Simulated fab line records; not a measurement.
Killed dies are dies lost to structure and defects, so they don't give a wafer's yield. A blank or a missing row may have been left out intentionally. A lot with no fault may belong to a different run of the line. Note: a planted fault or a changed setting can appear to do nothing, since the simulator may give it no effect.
fab line records	flow ritCmos
record: lots: 14	wafers: 42	lastDay: 7
route steps=202 shown PWELL@47 M1@202
lots untouched by any fault: they come from a run of this same line in which no faults occurred
startH: hours from the record's opening day to when the first of the lot's shown wafers began	waitH: hours from the lot's prior step to this one	" repeats the value in the row above	L1.1+2: several wafers, shown together as one row	- no value, or no start was given	* or withheld: withheld	< > ~ a bound
route shown NAME@n: NAME is a module with steps in the file, n the number in the route of the first one	usual: mean/standard deviation taken from wafers without a fault	same: alike in all rows	chamber/n: place in a boat	sites: per-site readings	_std_site: the standard deviation of these	_edge_site: mean of outer sites minus mean of inner sites	radiusMm: for every site, how far away it sits from the centre of the wafer	mask NAME#n: copy n	behind: tool/chamber where the wafer was last shaped	hold: what put the lot on hold/how long, in hours/how the hold closed	device: the n, p or np transistor that did not switch	end of line: tests of these same wafers at the route's end	a step without rows: its recipe alone	killed: dies that structure and defects cost at the first sort, which is not the same as the wafer's yield	map: a wafer's dies, x killed, . not, _ none there
set.NAME: setting as actually run; set.NAME@STEP: the setting as run at that earlier step	model.NAME: the simulator's own value behind a step, which no gauge read
the route's steps for a sample of lots (tables are steps, rows are wafers)
services: a tool's chamber out of use, with start hour (startH, from the record's first day; less than 0 if before it), hours out, and reason
== steps ==
step: RIT_PWELL_IMPLANT_08
recipe: species: B	energyKev: 170	doseCm2: 7e+13	tiltDeg: 7
usual: beamEnergyKeV: 170.00/0.05	doseIonsCm2: 7.001e+13/7.9e+10	faradayCurrentUA: 222/4.1
lot.wafer	tool	chamber	startH	waitH	beamEnergyKeV	doseIonsCm2	faradayCurrentUA
L127.1	implanter-03	0	32.46	0.2	169.94	7.006e+13	227
L127.2	"	0	"	"	170.06	7e+13	217
L127.6	"	0	"	"	169.99	7.003e+13	223
L128.2	implanter-04	0	34.64	0.2	169.95	6.999e+13	219
L128.3	"	0	"	"	169.94	7.01e+13	221
L128.4	"	0	"	"	169.91	7.004e+13	220
L129.1	implanter-04	0	37.50	0.2	169.96	7.004e+13	221
L129.3	"	0	"	"	169.93	7.014e+13	226
L129.4	"	0	"	"	169.97	7.01e+13	225
L130.1	implanter-04	0	43.27	0.2	169.97	7.011e+13	220
L130.3	"	0	"	"	170.02	7.006e+13	222
L130.4	"	0	"	"	170.03	7.004e+13	229
L131.2	implanter-03	0	47.32	0.2	170.02	7.007e+13	222
L131.3	"	0	"	"	169.89	6.995e+13	219
L131.4	"	0	"	"	169.93	6.993e+13	217
L132.3	implanter-04	0	52.29	0.2	170.06	7.003e+13	221
L132.5	"	0	"	"	170.03	7.009e+13	221
L132.6	"	0	"	"	170.12	7e+13	221
L134.1	implanter-04	0	63.44	0.2	170.00	7.007e+13	222
L134.2	"	0	"	"	170.00	7.012e+13	219
L134.6	"	0	"	"	169.96	7.007e+13	219
L135.1	implanter-03	0	67.39	0.2	170.10	6.997e+13	228
L135.3	"	0	"	"	170.00	6.989e+13	226
L135.4	"	0	"	"	170.07	6.998e+13	226
L136.1	implanter-03	0	72.44	0.2	170.05	7.003e+13	218
L136.2	"	0	"	"	170.11	7.002e+13	222
L136.6	"	0	"	"	170.08	7.004e+13	224
L138.1	implanter-01	0	82.31	0.2	170.02	7.001e+13	226
L138.5	"	0	"	"	169.98	6.989e+13	222
L138.6	"	0	"	"	170.03	6.995e+13	225
L144.2	implanter-01	0	113.11	0.2	170.02	6.996e+13	223
L144.4	"	0	"	"	170.08	6.991e+13	229
L144.5	"	0	"	"	170.00	6.996e+13	222
L145.1	implanter-01	0	119.35	0.2	170.02	9.945e+13	312
L145.2	"	0	"	"	170.04	9.943e+13	316
L145.4	"	0	"	"	169.98	9.942e+13	313
L146.2	implanter-01	0	122.79	0.2	169.98	9.944e+13	315
L146.3	"	0	"	"	169.94	9.938e+13	316
L146.5	"	0	"	"	169.99	9.948e+13	312
L147.3	implanter-03	0	128.54	0.2	169.97	6.999e+13	219
L147.4	"	0	"	"	170.03	6.998e+13	216
L147.6	"	0	"	"	169.98	6.997e+13	223
step: RIT_PWELL_TW_MEAS_10
usual: PWELL_TW: 961/5
lot.wafer	tool	chamber	startH	waitH	PWELL_TW
L127.1	filmMetro-03	-	32.79	0.1	969
L127.2	"	-	"	"	968
L127.6	"	-	"	"	967
L128.2	filmMetro-02	-	34.95	0.1	962
L128.3	"	-	"	"	959
L128.4	"	-	"	"	961
L129.1	filmMetro-02	-	37.82	0.1	960
L129.3	"	-	"	"	962
L129.4	"	-	"	"	963
L130.1	filmMetro-03	-	43.60	0.1	967
L130.3	"	-	"	"	965
L130.4	"	-	"	"	968
L131.2	filmMetro-01	-	47.63	0.1	959
L131.3	"	-	"	"	963
L131.4	"	-	"	"	959
L132.3	filmMetro-03	-	52.58	0.1	969
L132.5	"	-	"	"	967
L132.6	"	-	"	"	965
L134.1	filmMetro-01	-	63.76	0.1	955
L134.2	"	-	"	"	959
L134.6	"	-	"	"	951
L135.1	filmMetro-02	-	67.71	0.1	968
L135.3	"	-	"	"	966
L135.4	"	-	"	"	963
L136.1	filmMetro-01	-	72.77	0.1	953
L136.2	"	-	"	"	957
L136.6	"	-	"	"	954
L138.1	filmMetro-01	-	82.63	0.1	954
L138.5	"	-	"	"	945
L138.6	"	-	"	"	951
L144.2	filmMetro-01	-	113.42	0.1	954
L144.4	"	-	"	"	960
L144.5	"	-	"	"	957
L145.1	filmMetro-02	-	119.82	0.1	1072
L145.2	"	-	"	"	1074
L145.4	"	-	"	"	1072
L146.2	filmMetro-01	-	123.10	0.1	1076
L146.3	"	-	"	"	1077
L146.5	"	-	"	"	1075
L147.3	filmMetro-03	-	128.83	0.1	960
L147.4	"	-	"	"	958
L147.6	"	-	"	"	962
step: RIT_WELLDRIVE_RS_MEAS_02
recipe: thkMeasGauge: four-point-probe
usual: PWELL_RS: 429.4/1.2
lot.wafer	tool	chamber	startH	waitH	PWELL_RS[ohm/sq]
L127.1	filmMetro-01	-	38.05	0.1	430.4
L127.2	"	-	"	"	429.5
L127.6	"	-	"	"	430.4
L128.2	filmMetro-02	-	40.22	0.1	431.0
L128.3	"	-	"	"	431.9
L128.4	"	-	"	"	431.2
L129.1	filmMetro-01	-	44.45	0.1	429.8
L129.3	"	-	"	"	429.7
L129.4	"	-	"	"	429.7
L130.1	filmMetro-03	-	48.86	0.1	428.0
L130.3	"	-	"	"	427.9
L130.4	"	-	"	"	428.4
L131.2	filmMetro-01	-	52.90	0.1	427.5
L131.3	"	-	"	"	427.4
L131.4	"	-	"	"	428.8
L132.3	filmMetro-01	-	57.87	0.1	429.8
L132.5	"	-	"	"	429.9
L132.6	"	-	"	"	429.1
L134.1	filmMetro-01	-	69.03	0.1	428.3
L134.2	"	-	"	"	428.7
L134.6	"	-	"	"	429.9
L135.1	filmMetro-02	-	74.11	0.1	431.1
L135.3	"	-	"	"	429.9
L135.4	"	-	"	"	430.2
L136.1	filmMetro-01	-	78.03	0.1	430.5
L136.2	"	-	"	"	431.3
L136.6	"	-	"	"	431.1
L138.1	filmMetro-02	-	87.89	0.1	429.6
L138.5	"	-	"	"	431.9
L138.6	"	-	"	"	429.4
L144.2	filmMetro-03	-	118.70	0.1	429.7
L144.4	"	-	"	"	428.2
L144.5	"	-	"	"	429.7
L145.1	filmMetro-02	-	125.08	0.1	346.0
L145.2	"	-	"	"	345.7
L145.4	"	-	"	"	346.9
L146.2	filmMetro-02	-	128.84	0.1	345.2
L146.3	"	-	"	"	345.8
L146.5	"	-	"	"	345.8
L147.3	filmMetro-02	-	134.12	0.1	428.1
L147.4	"	-	"	"	429.4
L147.6	"	-	"	"	428.1
step: RIT_M1_PROBE_99
usual: killedAtFrontEnd: 6/3.1	killedDies: 6/3.1	killedOnRim: 1.7/1.5	killedOpen: 3.4/1.9	killedShort: 3.1/2
same: grossDies: 264	killed_at_M0_to_M3: 0	killed_at_M4_up: 0	killedAtBackSide: 0	killedAtContacts: 0	killedAtOther: 0
lot.wafer	tool	chamber	startH	waitH	killedAtFrontEnd	killedDies	killedOnRim	killedOpen	killedShort
L127.1	prober-01	-	66.20	0.1	8	8	4	2	6
L127.2	prober-01	-	66.25	0.1	8	8	2	3	5
L127.6	prober-01	-	66.45	0.2	2	2	0	2	0
L128.2	prober-02	-	70.20	0.1	3	3	0	2	1
L128.3	prober-02	-	70.25	0.2	2	2	0	0	2
L128.4	prober-02	-	70.30	0.2	9	9	4	5	4
L129.1	prober-02	-	72.68	0.1	5	5	0	5	0
L129.3	prober-02	-	72.78	0.2	10	10	4	6	4
L129.4	prober-02	-	72.83	0.2	8	8	2	5	3
L130.1	prober-01	-	76.78	0.1	3	3	2	2	1
L130.3	prober-01	-	76.88	0.2	2	2	0	0	2
L130.4	prober-01	-	76.93	0.2	2	2	0	2	0
L131.2	prober-02	-	81.96	0.1	10	10	2	6	4
L131.3	prober-02	-	82.01	0.2	4	4	0	2	2
L131.4	prober-02	-	82.06	0.2	3	3	1	0	3
L132.3	prober-01	-	87.01	0.2	4	4	1	3	1
L132.5	prober-01	-	87.11	0.2	6	6	2	2	4
L132.6	prober-01	-	87.16	0.2	8	8	1	3	5
L134.1	prober-01	-	98.54	0.1	14	14	3	8	6
L134.2	prober-01	-	98.59	0.1	7	7	0	3	4
L134.6	prober-01	-	98.79	0.2	4	4	0	1	3
L135.1	prober-02	-	103.67	0.1	8	8	1	4	4
L135.3	prober-02	-	103.77	0.2	9	9	4	4	5
L135.4	prober-02	-	103.82	0.2	10	10	4	3	7
L136.1	prober-01	-	106.25	0.1	5	5	1	2	3
L136.2	prober-01	-	106.30	0.1	9	9	0	5	4
L136.6	prober-01	-	106.50	0.2	8	8	0	5	3
L138.1	prober-01	-	116.50	0.1	10	10	4	6	4
L138.5	prober-01	-	116.70	0.2	9	9	3	3	6
L138.6	prober-01	-	116.75	0.2	8	8	1	3	5
L144.2	prober-01	-	147.88	0.1	6	6	2	3	3
L144.4	prober-01	-	147.98	0.2	11	11	5	6	5
L144.5	prober-01	-	148.03	0.2	4	4	1	3	1
L145.1	prober-02	-	153.19	0.1	3	3	0	2	1
L145.2	prober-02	-	153.24	0.1	3	3	0	2	1
L145.4	prober-02	-	153.34	0.2	6	6	1	3	3
L146.2	prober-01	-	157.82	0.1	2	2	0	1	1
L146.3	prober-01	-	157.87	0.2	7	7	3	2	5
L146.5	prober-01	-	157.97	0.2	7	7	3	2	5
L147.3	prober-02	-	163.49	0.2	6	6	0	0	6
L147.4	prober-02	-	163.54	0.2	5	5	2	3	2
L147.6	prober-02	-	163.64	0.2	5	5	3	4	1
killed by level:class
L127.1 FOX1:geometricParticle:short=2 GATE:geometricParticle:open=2 GATE:geometricParticle:short=2 REOX:geometricParticle:short=1 SPACER:geometricParticle:short=1
L127.2 GATE:geometricParticle:short=2 FOX2:geometricParticle:short=1 GATE:geometricParticle:open=1 REOX:geometricParticle:open=1 REOX:geometricParticle:short=1 SPACER:geometricParticle:open=1 SILICIDE:geometricParticle:short=1
L127.6 GATE:geometricParticle:open=2
L128.2 GATE:geometricParticle:open=1 REOX:geometricParticle:short=1 SILICIDE:geometricParticle:open=1
L128.3 GATE:geometricParticle:short=1 REOX:geometricParticle:short=1
L128.4 FOX2:geometricParticle:open=3 GATE:geometricParticle:short=1 REOX:geometricParticle:open=1 REOX:geometricParticle:short=1 SPACER:geometricParticle:short=1 SILICIDE:geometricParticle:open=1 SILICIDE:geometricParticle:short=1
L129.1 GATE:geometricParticle:open=3 SPACER:geometricParticle:open=1 SILICIDE:geometricParticle:open=1
L129.3 GATE:geometricParticle:open=5 FOX1:geometricParticle:short=1 FOX2:geometricParticle:short=1 GATE:geometricParticle:short=1 REOX:geometricParticle:short=1 SILICIDE:geometricParticle:open=1
L129.4 GATE:geometricParticle:open=2 FOX1:geometricParticle:open=1 GATE:geometricParticle:short=1 SPACER:geometricParticle:open=1 SPACER:geometricParticle:short=1 SILICIDE:geometricParticle:short=1 SILICIDE:geometricParticle:open=1
L130.1 GATE:geometricParticle:open=1 GATE:geometricParticle:short=1 SILICIDE:geometricParticle:open=1
L130.3 FOX1:geometricParticle:short=1 SILICIDE:geometricParticle:short=1
L130.4 REOX:geometricParticle:open=2
L131.2 GATE:geometricParticle:open=4 GATE:geometricParticle:short=3 FOX1:geometricParticle:open=1 FOX2:geometricParticle:short=1 REOX:geometricParticle:open=1
L131.3 GATE:geometricParticle:short=2 FOX1:geometricParticle:open=1 GATE:geometricParticle:open=1
L131.4 GATE:geometricParticle:short=3
L132.3 GATE:geometricParticle:open=2 FOX1:geometricParticle:short=1 SILICIDE:geometricParticle:open=1
L132.5 FOX1:geometricParticle:short=3 SPACER:geometricParticle:open=2 GATE:geometricParticle:short=1
L132.6 GATE:geometricParticle:short=3 GATE:geometricParticle:open=2 FOX1:geometricParticle:short=1 FOX1:geometricParticle:open=1 SILICIDE:geometricParticle:short=1
L134.1 GATE:geometricParticle:open=4 REOX:geometricParticle:short=3 FOX1:geometricParticle:short=2 REOX:geometricParticle:open=2 ACTIVE:geometricParticle:open=1 SILICIDE:geometricParticle:open=1 SILICIDE:geometricParticle:short=1
L134.2 FOX2:geometricParticle:short=2 FOX1:geometricParticle:short=1 FOX1:geometricParticle:open=1 GATE:geometricParticle:open=1 SPACER:geometricParticle:open=1 SPACER:geometricParticle:short=1
L134.6 GATE:geometricParticle:short=2 GATE:geometricParticle:open=1 SPACER:geometricParticle:short=1
L135.1 FOX1:geometricParticle:open=1 FOX2:geometricParticle:short=1 GATE:geometricParticle:short=1 GATE:geometricParticle:open=1 REOX:geometricParticle:open=1 REOX:geometricParticle:short=1 SPACER:geometricParticle:open=1 SPACER:geometricParticle:short=1
L135.3 GATE:geometricParticle:short=3 FOX1:geometricParticle:open=2 FOX1:geometricParticle:short=2 SPACER:geometricParticle:open=1 SILICIDE:geometricParticle:open=1
L135.4 GATE:geometricParticle:short=3 FOX1:geometricParticle:short=1 FOX1:geometricParticle:open=1 FOX2:geometricParticle:short=1 GATE:geometricParticle:open=1 SPACER:geometricParticle:short=1 SPACER:geometricParticle:open=1 SILICIDE:geometricParticle:short=1
L136.1 FOX1:geometricParticle:short=2 FOX1:geometricParticle:open=1 GATE:geometricParticle:open=1 SPACER:geometricParticle:short=1
L136.2 GATE:geometricParticle:short=3 GATE:geometricParticle:open=2 SILICIDE:geometricParticle:open=2 FOX1:geometricParticle:open=1 SILICIDE:geometricParticle:short=1
L136.6 GATE:geometricParticle:short=3 GATE:geometricParticle:open=3 FOX1:geometricParticle:open=1 SPACER:geometricParticle:open=1
L138.1 FOX1:geometricParticle:short=2 FOX1:geometricParticle:open=2 GATE:geometricParticle:short=2 FOX2:geometricParticle:open=1 GATE:geometricParticle:open=1 REOX:geometricParticle:open=1 SPACER:geometricParticle:open=1
L138.5 GATE:geometricParticle:short=3 SPACER:geometricParticle:open=3 FOX1:geometricParticle:short=1 FOX2:geometricParticle:short=1 REOX:geometricParticle:short=1
L138.6 GATE:geometricParticle:short=2 SPACER:geometricParticle:short=2 FOX1:geometricParticle:open=1 FOX1:geometricParticle:short=1 SPACER:geometricParticle:open=1 SILICIDE:geometricParticle:open=1
L144.2 REOX:geometricParticle:short=2 FOX1:geometricParticle:open=1 GATE:geometricParticle:open=1 SPACER:geometricParticle:open=1 SILICIDE:geometricParticle:short=1
L144.4 GATE:geometricParticle:open=3 GATE:geometricParticle:short=2 FOX1:geometricParticle:short=1 FOX1:geometricParticle:open=1 REOX:geometricParticle:short=1 SPACER:geometricParticle:open=1 SILICIDE:geometricParticle:short=1 SILICIDE:geometricParticle:open=1
L144.5 REOX:geometricParticle:open=1 SPACER:geometricParticle:short=1 SPACER:geometricParticle:open=1 SILICIDE:geometricParticle:open=1
L145.1 FOX2:geometricParticle:short=1 SPACER:geometricParticle:open=1 SILICIDE:geometricParticle:open=1
L145.2 GATE:geometricParticle:open=2 SILICIDE:geometricParticle:short=1
L145.4 SILICIDE:geometricParticle:open=3 SPACER:geometricParticle:short=2 FOX2:geometricParticle:short=1
L146.2 GATE:geometricParticle:open=1 SILICIDE:geometricParticle:short=1
L146.3 GATE:geometricParticle:short=3 FOX1:geometricParticle:short=1 FOX2:geometricParticle:open=1 GATE:geometricParticle:open=1 REOX:geometricParticle:short=1
L146.5 GATE:geometricParticle:short=4 FOX1:geometricParticle:open=1 FOX2:geometricParticle:open=1 SPACER:geometricParticle:short=1
L147.3 SPACER:geometricParticle:short=4 FOX1:geometricParticle:short=1 GATE:geometricParticle:short=1
L147.4 GATE:geometricParticle:open=3 GATE:geometricParticle:short=1 SILICIDE:geometricParticle:short=1
L147.6 GATE:geometricParticle:open=3 SPACER:geometricParticle:open=1 SPACER:geometricParticle:short=1
== services ==
tool	chamber	startH	hours	kind
implanter-01	-	24.38	2.4	repair
implanter-01	-	45.25	0.9	repair
implanter-04	-	46.65	1.8	repair
implanter-03	-	73.07	11.8	pm
== key ==
firstSign: step: RIT_PWELL_IMPLANT_08	reading: doseIonsCm2	direction: up	sigmas: 99+	usual: 7.001e+13	struck: 9.943e+13
effect: step: RIT_PWELL_IMPLANT_08	reading: faradayCurrentUA	direction: up	sigmas: 22	usual: 222	struck: 314
effect: step: RIT_PWELL_TW_MEAS_10	reading: PWELL_TW	direction: up	sigmas: 23	usual: 961	struck: 1074
effect: step: RIT_WELLDRIVE_RS_MEAS_02	reading: PWELL_RS	direction: down	sigmas: 67	usual: 429.4	struck: 345.9
metAt RIT_PWELL_IMPLANT_08
struckLots L145,L146
testerLeftOut L145,L146
onsetBetween 113.11 119.35
fault: kind: processParameterDrift	tool: implanter-01	chamber: -	onsetH: 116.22	steps: RIT_PWELL_IMPLANT_08	channel: doseCm2	offset: 2.94e+13	shape: step	endH: 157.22	actsIn: theseRecipesOnly	stated: 7e+13
testerLeftOut: of these lots the tester's yield and bins aren't shown, on N5 and GAA mostly nor the transistor test; their killed dies are dies lost to structure and defects alone, not to doping, threshold or leakage, so they don't give the yield
